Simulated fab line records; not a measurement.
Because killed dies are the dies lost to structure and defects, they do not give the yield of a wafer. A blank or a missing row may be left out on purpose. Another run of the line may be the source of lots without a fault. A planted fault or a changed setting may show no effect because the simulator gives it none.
Which tool did it? / flow berkeleyCmos170 / 14 lots, 42 wafers sampled, at 4 steps of a route of 331

== WHAT THE GAUGES SHOWED, per wafer ==
UCB170_ACTIVE_OVL_MEAS_14.
lot=L416; measured=day 4 12:19; on=overlay-02; ACTIVE_OVL (nm)=4 2 6
lot=L417; measured=day 5 04:32; on=overlay-01; ACTIVE_OVL (nm)=7 4 2
lot=L418; measured=day 5 15:14; on=overlay-01; ACTIVE_OVL (nm)=2 6 -1
lot=L420; measured=day 5 20:41; on=overlay-01; ACTIVE_OVL (nm)=3 11 3
lot=L421; measured=day 6 01:56; on=overlay-02; ACTIVE_OVL (nm)=4 4 13
lot=L422; measured=day 6 10:56; on=overlay-01; ACTIVE_OVL (nm)=-1 -6 3
lot=L424; measured=day 6 11:11; on=overlay-02; ACTIVE_OVL (nm)=-7 -12 -2
lot=L423; measured=day 6 11:25; on=overlay-01; ACTIVE_OVL (nm)=-6 12 3
lot=L426; measured=day 6 18:33; on=overlay-01; ACTIVE_OVL (nm)=4 4 10
lot=L425; measured=day 6 18:53; on=overlay-02; ACTIVE_OVL (nm)=-4 5 4
lot=L432; measured=day 8 17:26; on=overlay-01; ACTIVE_OVL (nm)=1 2 11
lot=L434; measured=day 9 05:00; on=overlay-02; ACTIVE_OVL (nm)=1 -3 6
lot=L436; measured=day 9 05:06; on=overlay-01; ACTIVE_OVL (nm)=-3 2 -11
lot=L439; measured=day 9 16:08; on=overlay-02; ACTIVE_OVL (nm)=-11 -2 -4

UCB170_GATE_THK_MEAS_05.
lot=L416; measured=day 6 15:20; on=filmMetro-03; GATE_POLY_THK (nm)=217.0 218.0 218.9
lot=L417; measured=day 7 18:02; on=filmMetro-03; GATE_POLY_THK (nm)=216.2 216.5 217.1
lot=L418; measured=day 8 09:07; on=filmMetro-01; GATE_POLY_THK (nm)=214.4 215.1 217.9
lot=L420; measured=day 8 09:11; on=filmMetro-01; GATE_POLY_THK (nm)=214.2 215.7 214.7
lot=L421; measured=day 8 09:11; on=filmMetro-03; GATE_POLY_THK (nm)=211.6 211.6 212.3
lot=L422; measured=day 8 18:03; on=filmMetro-01; GATE_POLY_THK (nm)=213.3 213.0 213.1
lot=L424; measured=day 8 18:04; on=filmMetro-03; GATE_POLY_THK (nm)=214.6 214.6 214.0
lot=L423; measured=day 8 18:03; on=filmMetro-02; GATE_POLY_THK (nm)=214.3 216.0 215.7
lot=L426; measured=day 9 01:38; on=filmMetro-02; GATE_POLY_THK (nm)=214.7 215.8 214.9
lot=L425; measured=day 9 01:38; on=filmMetro-03; GATE_POLY_THK (nm)=215.5 215.0 216.9
lot=L432; measured=day 10 14:11; on=filmMetro-01; GATE_POLY_THK (nm)=219.4 220.6 221.5
lot=L434; measured=day 11 07:15; on=filmMetro-02; GATE_POLY_THK (nm)=214.5 212.9 213.1
lot=L436; measured=day 11 07:14; on=filmMetro-03; GATE_POLY_THK (nm)=214.5 215.2 214.3
lot=L439; measured=day 11 23:05; on=filmMetro-02; GATE_POLY_THK (nm)=214.2 214.7 214.5

UCB170_PSD_CD_MEAS_06 targets a cd of 1200 nm.
lot=L416; measured=day 7 05:05; on=cdSem-01; cdNm (nm)=1199.6 1200.4 1200.4
lot=L417; measured=day 8 07:36; on=cdSem-01; cdNm (nm)=1197.5 1196.7 1198.8
lot=L418; measured=day 8 23:51; on=cdSem-01; cdNm (nm)=1200.5 1198.7 1198.1
lot=L420; measured=day 9 00:05; on=cdSem-02; cdNm (nm)=1198.1 1198.5 1198.3
lot=L421; measured=day 8 23:36; on=cdSem-02; cdNm (nm)=1198.4 1199.8 1198.8
lot=L422; measured=day 9 06:29; on=cdSem-02; cdNm (nm)=1197.3 1196.5 1196.8
lot=L424; measured=day 9 06:15; on=cdSem-02; cdNm (nm)=1201.2 1200.9 1201.6
lot=L423; measured=day 9 06:20; on=cdSem-01; cdNm (nm)=1201.9 1200.7 1201.6
lot=L426; measured=day 9 18:25; on=cdSem-01; cdNm (nm)=1200.9 1200.8 1199.9
lot=L425; measured=day 9 18:08; on=cdSem-02; cdNm (nm)=1196.2 1197.2 1199.3
lot=L432; measured=day 11 04:40; on=cdSem-01; cdNm (nm)=1200.4 1200.8 1199.2
lot=L434; measured=day 11 22:04; on=cdSem-01; cdNm (nm)=1202.2 1202.3 1203.0
lot=L436; measured=day 11 22:18; on=cdSem-01; cdNm (nm)=1198.8 1199.7 1199.8
lot=L439; measured=day 12 18:55; on=cdSem-01; cdNm (nm)=1199.2 1200.2 1198.5

== WHICH TOOL RAN EACH LOT (tool, then ch and the chambers of the sampled wafers, then the start) ==
lot=L416; UCB170_NLDD_IMPLANT_09=implanter-01 ch 0, day 6 22:11
lot=L417; UCB170_NLDD_IMPLANT_09=implanter-01 ch 0, day 7 23:22
lot=L418; UCB170_NLDD_IMPLANT_09=implanter-04 ch 0, day 8 14:52
lot=L420; UCB170_NLDD_IMPLANT_09=implanter-01 ch 0, day 8 15:08
lot=L421; UCB170_NLDD_IMPLANT_09=implanter-03 ch 0, day 8 15:23
lot=L422; UCB170_NLDD_IMPLANT_09=implanter-01 ch 0, day 9 00:04
lot=L424; UCB170_NLDD_IMPLANT_09=implanter-04 ch 0, day 8 23:50
lot=L423; UCB170_NLDD_IMPLANT_09=implanter-01 ch 0, day 8 23:04
lot=L426; UCB170_NLDD_IMPLANT_09=implanter-03 ch 0, day 9 11:29
lot=L425; UCB170_NLDD_IMPLANT_09=implanter-04 ch 0, day 9 11:23
lot=L432; UCB170_NLDD_IMPLANT_09=implanter-03 ch 0, day 10 21:48
lot=L434; UCB170_NLDD_IMPLANT_09=implanter-03 ch 0, day 11 13:42
lot=L436; UCB170_NLDD_IMPLANT_09=implanter-04 ch 0, day 11 12:56
lot=L439; UCB170_NLDD_IMPLANT_09=implanter-04 ch 0, day 12 05:10
- UCB170_NLDD_IMPLANT_09

== AS READ BY THE TOOLS THEMSELVES (means over the sampled wafers that have a number; for cases with no such wafer, the mark the record gives instead) ==
UCB170_NLDD_IMPLANT_09.
lot=L416; tool=implanter-01; beamEnergyKeV=29.997; endStationPressureTorr (Torr)=5.17e-06
lot=L417; tool=implanter-01; beamEnergyKeV=30.009; endStationPressureTorr (Torr)=5.37e-06
lot=L418; tool=implanter-04; beamEnergyKeV=29.998; endStationPressureTorr (Torr)=5.02e-06
lot=L420; tool=implanter-01; beamEnergyKeV=30.005; endStationPressureTorr (Torr)=5.26e-06
lot=L421; tool=implanter-03; beamEnergyKeV=30.000; endStationPressureTorr (Torr)=5.30e-06
lot=L422; tool=implanter-01; beamEnergyKeV=29.992; endStationPressureTorr (Torr)=5.15e-06
lot=L424; tool=implanter-04; beamEnergyKeV=30.005; endStationPressureTorr (Torr)=5.16e-06
lot=L423; tool=implanter-01; beamEnergyKeV=29.991; endStationPressureTorr (Torr)=4.85e-06
lot=L426; tool=implanter-03; beamEnergyKeV=30.009; endStationPressureTorr (Torr)=5.24e-06
lot=L425; tool=implanter-04; beamEnergyKeV=29.996; endStationPressureTorr (Torr)=5.10e-06
lot=L432; tool=implanter-03; beamEnergyKeV=31.040; endStationPressureTorr (Torr)=4.98e-06
lot=L434; tool=implanter-03; beamEnergyKeV=31.049; endStationPressureTorr (Torr)=4.89e-06
lot=L436; tool=implanter-04; beamEnergyKeV=29.988; endStationPressureTorr (Torr)=4.99e-06
lot=L439; tool=implanter-04; beamEnergyKeV=29.993; endStationPressureTorr (Torr)=4.93e-06

== THE ANSWER, worked out from the rows above alone ==
Rule: what is usual is taken from the lots themselves. The widest of any qualifying gaps counts: lots, ordered by their means at a reading, are off when they make up no more than a third of the lots, leave a main group of 4 or more, and stand apart from it by 3 or more times the standard deviation of that group's means. The tables above print the reading to a certain number of digits; a main group whose means all agree to those digits is not used. A lot without any number at a reading at which 4 lots or more have one is off too. The other lots that the step has rows for count as sound. First the gauges in route order, then the tools' own readings, where a lot's mean is used as printed above. The first step at which some lot is off is used, and at that step the reading that is off furthest; a lot without a number counts as furthest.
Off: L432, L434, at UCB170_NLDD_IMPLANT_09 (beamEnergyKeV). Main group: mean 29.999, sd 0.0068.
A tool fits if, at that step or a process step before it, it ran every lot that is off, and no sound lot after the first of them. One fits: UCB170_NLDD_IMPLANT_09 on implanter-03. Its last sound lot is L426 (day 9 11:29), its first lot that is off L432 (day 10 21:48): a fault that began between those two fits.
On the lots that are off, the tool's own readings at UCB170_NLDD_IMPLANT_09 differ by more than 5 times the standard deviation of the sound lots' means, which bears it out; beamEnergyKeV reads 31.044 there versus 29.999 on the sound lots.

== WHAT THE SIMULATOR HAD PUT IN ==
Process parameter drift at UCB170_NLDD_IMPLANT_09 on implanter-03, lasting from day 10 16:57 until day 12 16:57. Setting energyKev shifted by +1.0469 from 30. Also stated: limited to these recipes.
Lots struck among those shown: L432, L434. The rule above found the same.
